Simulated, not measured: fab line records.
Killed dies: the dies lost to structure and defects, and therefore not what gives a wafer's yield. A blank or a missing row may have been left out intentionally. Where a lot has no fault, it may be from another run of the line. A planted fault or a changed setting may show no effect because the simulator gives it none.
Which of the tools did it? / flow berkeley-cmos170 / Sampling: 7 lots, 21 wafers, 3 of 331 route steps

## WHAT THE GAUGES SHOWED, per wafer
UCB170_SPACER_THK_MEAS_01.
lot=L657; measured=day 7 17:34; on=film-metro-03; SPACER_TEOS_THK (nm)=372 366 379
lot=L660; measured=day 8 02:37; on=film-metro-01; SPACER_TEOS_THK (nm)=374 369 380
lot=L662; measured=day 8 09:40; on=film-metro-01; SPACER_TEOS_THK (nm)=417 387 430
lot=L669; measured=day 9 10:08; on=film-metro-01; SPACER_TEOS_THK (nm)=375 376 383
lot=L670; measured=day 10 07:55; on=film-metro-03; SPACER_TEOS_THK (nm)=384 387 391
lot=L672; measured=day 10 05:11; on=film-metro-03; SPACER_TEOS_THK (nm)=377 368 374
lot=L677; measured=day 10 23:26; on=film-metro-01; SPACER_TEOS_THK (nm)=384 388 379

## WHAT TOOL EACH LOT RAN ON (gives the tool, then ch and the chambers of the sampled wafers, and finally the start)
lot=L657; UCB170_GATE_STRIP_16=plasma-asher-02 ch 0,1, day 7 12:35; UCB170_SPACER_CVD_00=pecvd-02 ch 0,2, day 7 17:31
lot=L660; UCB170_GATE_STRIP_16=plasma-asher-03 ch 0,1, day 7 21:43; UCB170_SPACER_CVD_00=pecvd-01 ch 0,1, day 8 02:34
lot=L662; UCB170_GATE_STRIP_16=plasma-asher-02 ch 0,1, day 8 04:22; UCB170_SPACER_CVD_00=pecvd-02 ch 0,1, day 8 09:37
lot=L669; UCB170_GATE_STRIP_16=plasma-asher-03 ch 0,1, day 9 05:07; UCB170_SPACER_CVD_00=pecvd-04 ch 0,1,2, day 9 10:05
lot=L670; UCB170_GATE_STRIP_16=plasma-asher-03 ch 0,1, day 9 21:46; UCB170_SPACER_CVD_00=pecvd-04 ch 1,2, day 10 07:51
lot=L672; UCB170_GATE_STRIP_16=plasma-asher-02 ch 0,1, day 9 21:27; UCB170_SPACER_CVD_00=pecvd-01 ch 0,1,2, day 10 05:05
lot=L677; UCB170_GATE_STRIP_16=plasma-asher-01 ch 0,1, day 10 18:19; UCB170_SPACER_CVD_00=pecvd-04 ch 0,1,2, day 10 23:23
- UCB170_GATE_STRIP_16: strips in O2.
- UCB170_SPACER_CVD_00: deposits SiO2 from TEOS/O2, target thk 376 nm, time 47 s.

## THE ANSWER, worked out from the rows above alone
Rule: the lots themselves supply what counts as usual. The widest of any qualifying gaps counts: lots, ordered by their means at a reading, are off when they make up no more than a third of the lots, leave a main group of 4 or more, and stand apart from it by 3 or more times the standard deviation of that group's means. The tables above print the reading to a certain number of digits; a main group whose means all agree to those digits is not used. Also off: a lot with no number at a reading for which 4 or more lots have one. Any other lot the step has rows for is counted as sound.
Off: L662, seen at UCB170_SPACER_THK_MEAS_01 (SPACER_TEOS_THK). Mean 378 nm and standard deviation 5.6 in the main group.
A tool fits if, at a process step before that reading, it ran every lot that is off, and no sound lot after the first of them. Those tools and the gauges at UCB170_SPACER_THK_MEAS_01 are tried in the same way. One fits: pecvd-02 at UCB170_SPACER_CVD_00. A fault onset in the window from L657 (day 7 17:31, its last sound lot) to L662 (day 8 09:37, its first lot off) fits.

## WHAT WAS PUT IN BY THE SIMULATOR
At UCB170_SPACER_CVD_00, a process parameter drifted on pecvd-02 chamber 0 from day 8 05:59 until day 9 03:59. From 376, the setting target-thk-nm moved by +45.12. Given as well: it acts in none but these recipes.
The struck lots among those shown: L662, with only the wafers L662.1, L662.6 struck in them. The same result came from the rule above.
